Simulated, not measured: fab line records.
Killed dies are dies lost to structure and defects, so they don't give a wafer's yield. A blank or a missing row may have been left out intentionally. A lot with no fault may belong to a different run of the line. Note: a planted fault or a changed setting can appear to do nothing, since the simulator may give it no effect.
Chamber matching :: flow rit-cmos :: RIT_GATE_ETCH_19 on rie-si-02: 4 sister chambers
The step etches poly-Si in SF6/CHF3/O2, stops on SiO2, time 161.2 s, target depth 312.5 nm. 18 wafers are shown with their chamber, then 9 later ones without.

## WAFERS PAIRED WITH THEIR CHAMBERS
wafer: L731.1
chamber: 0
throttle-valve-pct (%): 10.06
drypump-motor-current-A (A): 6.0
he-backside-leak-sccm (sccm): 2.53

wafer: L731.2
chamber: 3
throttle-valve-pct (%): 10.28
drypump-motor-current-A (A): 5.8
he-backside-leak-sccm (sccm): 2.55

wafer: L731.5
chamber: 2
throttle-valve-pct (%): 10.14
drypump-motor-current-A (A): 6.5
he-backside-leak-sccm (sccm): 2.21

wafer: L733.2
chamber: 0
throttle-valve-pct (%): 10.05
drypump-motor-current-A (A): 6.0
he-backside-leak-sccm (sccm): 2.52

wafer: L733.3
chamber: 2
throttle-valve-pct (%): 10.15
drypump-motor-current-A (A): 6.5
he-backside-leak-sccm (sccm): 2.59

wafer: L733.5
chamber: 2
throttle-valve-pct (%): 10.14
drypump-motor-current-A (A): 6.5
he-backside-leak-sccm (sccm): 2.39

wafer: L735.3
chamber: 3
throttle-valve-pct (%): 10.28
drypump-motor-current-A (A): 5.8
he-backside-leak-sccm (sccm): 2.64

wafer: L735.4
chamber: 2
throttle-valve-pct (%): 10.15
drypump-motor-current-A (A): 6.5
he-backside-leak-sccm (sccm): 2.55

wafer: L735.5
chamber: 0
throttle-valve-pct (%): 10.05
drypump-motor-current-A (A): 6.1
he-backside-leak-sccm (sccm): 2.50

wafer: L737.2
chamber: 3
throttle-valve-pct (%): 10.27
drypump-motor-current-A (A): 5.8
he-backside-leak-sccm (sccm): 2.40

wafer: L737.5
chamber: 1
throttle-valve-pct (%): 9.95
drypump-motor-current-A (A): 5.6
he-backside-leak-sccm (sccm): 2.29

wafer: L737.6
chamber: 2
throttle-valve-pct (%): 10.14
drypump-motor-current-A (A): 6.5
he-backside-leak-sccm (sccm): 2.40

wafer: L739.1
chamber: 3
throttle-valve-pct (%): 10.27
drypump-motor-current-A (A): 5.8
he-backside-leak-sccm (sccm): 2.65

wafer: L739.2
chamber: 1
throttle-valve-pct (%): 9.96
drypump-motor-current-A (A): 5.5
he-backside-leak-sccm (sccm): 2.28

wafer: L739.5
chamber: 1
throttle-valve-pct (%): 9.96
drypump-motor-current-A (A): 5.6
he-backside-leak-sccm (sccm): 2.16

wafer: L741.1
chamber: 0
throttle-valve-pct (%): 10.06
drypump-motor-current-A (A): 6.1
he-backside-leak-sccm (sccm): 2.60

wafer: L741.2
chamber: 2
throttle-valve-pct (%): 10.15
drypump-motor-current-A (A): 6.5
he-backside-leak-sccm (sccm): 2.38

wafer: L741.5
chamber: 2
throttle-valve-pct (%): 10.14
drypump-motor-current-A (A): 6.5
he-backside-leak-sccm (sccm): 2.37

SIGNATURES (averages over the wafers above)
reading: throttle-valve-pct
chamber 0: 10.0550
chamber 1: 9.9567
chamber 2: 10.1443
chamber 3: 10.2750
scatter within a chamber: 0.00559

reading: drypump-motor-current-A
chamber 0: 6.050
chamber 1: 5.567
chamber 2: 6.500
chamber 3: 5.800
scatter within a chamber: 0.0345

reading: he-backside-leak-sccm
chamber 0: 2.5375
chamber 1: 2.2433
chamber 2: 2.4129
chamber 3: 2.5600
scatter within a chamber: 0.104
Rule: for each reading, subtract the chamber's mean from the wafer's reading, divide by that reading's scatter and square the result; add these up over the readings and take the root, which gives the wafer's distance from the chamber. The wafer belongs to the nearest chamber; if the next one is less than 2 further off, it can't be placed. The scatter: take each reading less its chamber's mean, square it, sum over the shown wafers, divide by the number of wafers less the number of chambers, and take the root.

## WAFERS WITHOUT THEIR CHAMBER
wafer: L749.1
throttle-valve-pct (%): 10.04
drypump-motor-current-A (A): 6.1
he-backside-leak-sccm (sccm): 2.62

wafer: L749.5
throttle-valve-pct (%): 9.95
drypump-motor-current-A (A): 5.5
he-backside-leak-sccm (sccm): 2.20

wafer: L749.6
throttle-valve-pct (%): 10.14
drypump-motor-current-A (A): 6.5
he-backside-leak-sccm (sccm): 2.34

wafer: L751.1
throttle-valve-pct (%): 10.27
drypump-motor-current-A (A): 5.8
he-backside-leak-sccm (sccm): 2.63

wafer: L751.2
throttle-valve-pct (%): 9.95
drypump-motor-current-A (A): 5.6
he-backside-leak-sccm (sccm): 2.22

wafer: L751.4
throttle-valve-pct (%): 10.14
drypump-motor-current-A (A): 6.5
he-backside-leak-sccm (sccm): 2.47

wafer: L753.2
throttle-valve-pct (%): 9.98
drypump-motor-current-A (A): 5.5
he-backside-leak-sccm (sccm): 2.29

wafer: L753.3
throttle-valve-pct (%): 10.15
drypump-motor-current-A (A): 6.5
he-backside-leak-sccm (sccm): 2.59

wafer: L753.6
throttle-valve-pct (%): 10.14
drypump-motor-current-A (A): 6.5
he-backside-leak-sccm (sccm): 2.52

## THE CHAMBER EACH PASSED THROUGH
wafer: L749.1
from the rows above: 0
in truth: 0

wafer: L749.5
from the rows above: 1
in truth: 1

wafer: L749.6
from the rows above: 2
in truth: 2

wafer: L751.1
from the rows above: 3
in truth: 3

wafer: L751.2
from the rows above: 1
in truth: 1

wafer: L751.4
from the rows above: 2
in truth: 2

wafer: L753.2
from the rows above: 1
in truth: 1

wafer: L753.3
from the rows above: 2
in truth: 2

wafer: L753.6
from the rows above: 2
in truth: 2
Correctly placed: 9 of 9. Left unplaced by these rows: 0. Number placed wrongly: 0.
